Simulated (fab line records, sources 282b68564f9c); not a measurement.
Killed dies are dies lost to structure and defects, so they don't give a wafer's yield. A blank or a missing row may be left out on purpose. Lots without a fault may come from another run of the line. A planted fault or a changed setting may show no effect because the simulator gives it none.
A struck lot beside a sound one | flow rit_cmos | 43 steps out of a route of 202
Sound: wafers L500.2, L500.5, L500.6. Struck: wafers L511.3, L511.4, L511.5. The cause comes at the end.
At each step with rows: each side's tool, then ch and its chambers, then its first start. Under that, the readings that differ: sound wafers | struck wafers | difference of the means | sigmas: that difference in standard deviations of wafers without a fault.
alike: readings whose means differ by less than 2 such deviations, and words and numbers that are the same on both sides. not compared: withheld readings, readings that some wafer has no value for, bounds like >300 that may hide the same value, and numbers for which the record gives no deviation and whose values overlap.
The two part at a step that has a row with sigmas, a row that says differs or no value, or rows on one side only. Numbers that don't overlap but have no deviation are shown without sigmas and don't part them. A reading that every wafer of one side lacks parts them only if that side has two wafers or more.

first, 3 steps without rows for these wafers: RIT_REOX_CLEAN_01 (cleans in dHF, time 30 s); RIT_REOX_CLEAN_02 (cleans in SC2, time 600 s); RIT_REOX_OXIDATION_03 (target thk 25.2 nm, ox time 5804 s).
RIT_REOX_THK_MEAS_04:
  sound on film_metro-02, day 4 16:19; struck on film_metro-01, day 6 13:34
  alike: REOX_OXIDE_THK
then, 6 steps without rows for these wafers: RIT_NLDD_HMDS_00 (prime time 60 s); RIT_NLDD_COAT_01 (resist thk 1000 nm); RIT_NLDD_SOFTBAKE_02 (time 60 s); RIT_NLDD_EXPOSE_03 (exposes mask M7, target cd 40700 nm); RIT_NLDD_PEB_04; RIT_NLDD_DEVELOP_05 (develop time 50 s).
RIT_NLDD_OVL_MEAS_06:
  sound on overlay-01, day 4 17:21; struck on overlay-01, day 6 14:38
  alike: NLDD_OVL
then, 1 step without rows for these wafers: RIT_NLDD_HARDBAKE_07 (time 60 s).
RIT_NLDD_IMPLANT_08:
  sound on implanter-01 ch 0, day 4 17:33; struck on implanter-01 ch 0, day 6 14:57
  reading            | sound          | struck            | difference | sigmas
  beam_on_s (s)      | 9.62 9.64 9.77 | 14.49 14.07 14.37 | +4.63      | +24
  faraday_current_uA | 1633 1633 1603 | 1088 1110 1095    | -525       | -18
  alike: dose_ions_cm2
RIT_NLDD_STRIP_09: strips in O2, time 180 s.
  sound on plasma_asher-03 ch 0,1, day 4 17:41; struck on plasma_asher-02 ch 0,1, day 6 15:07
  alike: drypump_motor_current_A
  not compared: rf_hours_counter_h
RIT_NLDD_TW_MEAS_10:
  sound on film_metro-03, day 4 17:52; struck on film_metro-03, day 6 15:28
  reading | sound          | struck         | difference | sigmas
  NLDD_TW | 2470 2466 2479 | 2694 2690 2697 | +222       | +18
  not compared: hold
then, 5 steps without rows for these wafers: RIT_PLDD_COAT_01 (resist thk 1012 nm); RIT_PLDD_SOFTBAKE_02 (time 60 s); RIT_PLDD_EXPOSE_03 (exposes mask M8, target cd 40900 nm); RIT_PLDD_PEB_04; RIT_PLDD_DEVELOP_05 (develop time 50 s).
RIT_PLDD_OVL_MEAS_06:
  sound on overlay-01, day 4 18:54; struck on overlay-02, day 6 18:26
  alike: PLDD_OVL
then, 2 steps without rows for these wafers: RIT_PLDD_HARDBAKE_07 (time 60 s); RIT_PLDD_IMPLANT_08.
RIT_PLDD_STRIP_09: strips in O2, time 180 s.
  sound on plasma_asher-03 ch 0,1, day 4 19:14; struck on plasma_asher-03 ch 0,1, day 6 18:49
  alike: drypump_motor_current_A
  not compared: rf_hours_counter_h
RIT_PLDD_TW_MEAS_10:
  sound on film_metro-04, day 4 19:25; struck on film_metro-04, day 6 18:58
  alike: PLDD_TW
then, 4 steps without rows for these wafers: RIT_SPACER_CLEAN_00 (cleans in SC1, time 600 s); RIT_SPACER_CLEAN_01 (cleans in dHF, time 30 s); RIT_SPACER_CLEAN_02 (cleans in SC2, time 600 s); RIT_SPACER_CVD_03 (deposits Si3N4 from SiH2Cl2/NH3, target thk 250 nm, time 3300 s).
RIT_SPACER_THK_MEAS_04:
  sound on film_metro-03, day 4 21:56; struck on film_metro-03, day 6 21:22
  alike: SPACER_NITRIDE_THK
RIT_SPACER_ETCHBACK_05: etches Si3N4 in SF6/CHF3, stops on SiO2, target depth 250 nm, time 240 s.
  sound on rie_diel-04 ch 0,1,2, day 4 21:59; struck on rie_diel-04 ch 1,2,3, day 6 21:24
  alike: drypump_motor_current_A, oes_product_au, throttle_valve_pct
  not compared: rf_hours_counter_h
then, 6 steps without rows for these wafers: RIT_NSD_HMDS_00 (prime time 60 s); RIT_NSD_COAT_01 (resist thk 1000 nm); RIT_NSD_SOFTBAKE_02 (time 60 s); RIT_NSD_EXPOSE_03 (exposes mask M9, target cd 40700 nm); RIT_NSD_PEB_04; RIT_NSD_DEVELOP_05 (develop time 50 s).
RIT_NSD_OVL_MEAS_06:
  sound on overlay-01, day 4 23:07; struck on overlay-01, day 6 22:40
  alike: NSD_OVL
then, 2 steps without rows for these wafers: RIT_NSD_HARDBAKE_07 (time 60 s); RIT_NSD_IMPLANT_08.
RIT_NSD_STRIP_09: strips in O2, time 180 s.
  sound on plasma_asher-02 ch 0,1, day 4 23:26; struck on plasma_asher-03 ch 0,1, day 6 23:03
  alike: drypump_motor_current_A
  not compared: rf_hours_counter_h
RIT_SDANNEAL_RS_MEAS_07: measures by four-point-probe.
  sound on film_metro-04, day 5 01:58; struck on film_metro-04, day 7 02:07
  reading          | sound             | struck            | difference | sigmas
  NLDD_RS (ohm/sq) | 152.1 151.9 152.4 | 113.4 114.0 113.5 | -38.5      | -70
  not compared: hold
then, 1 step without rows for these wafers: RIT_M1_PROBE_99.

WHERE THEY PART
First at RIT_NLDD_IMPLANT_08; last, within this record, at RIT_SDANNEAL_RS_MEAS_07.

WHY: what the simulator had put in
Process parameter drift: implanter-01, from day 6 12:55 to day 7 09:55, at RIT_NLDD_IMPLANT_08. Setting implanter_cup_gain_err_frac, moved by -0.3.
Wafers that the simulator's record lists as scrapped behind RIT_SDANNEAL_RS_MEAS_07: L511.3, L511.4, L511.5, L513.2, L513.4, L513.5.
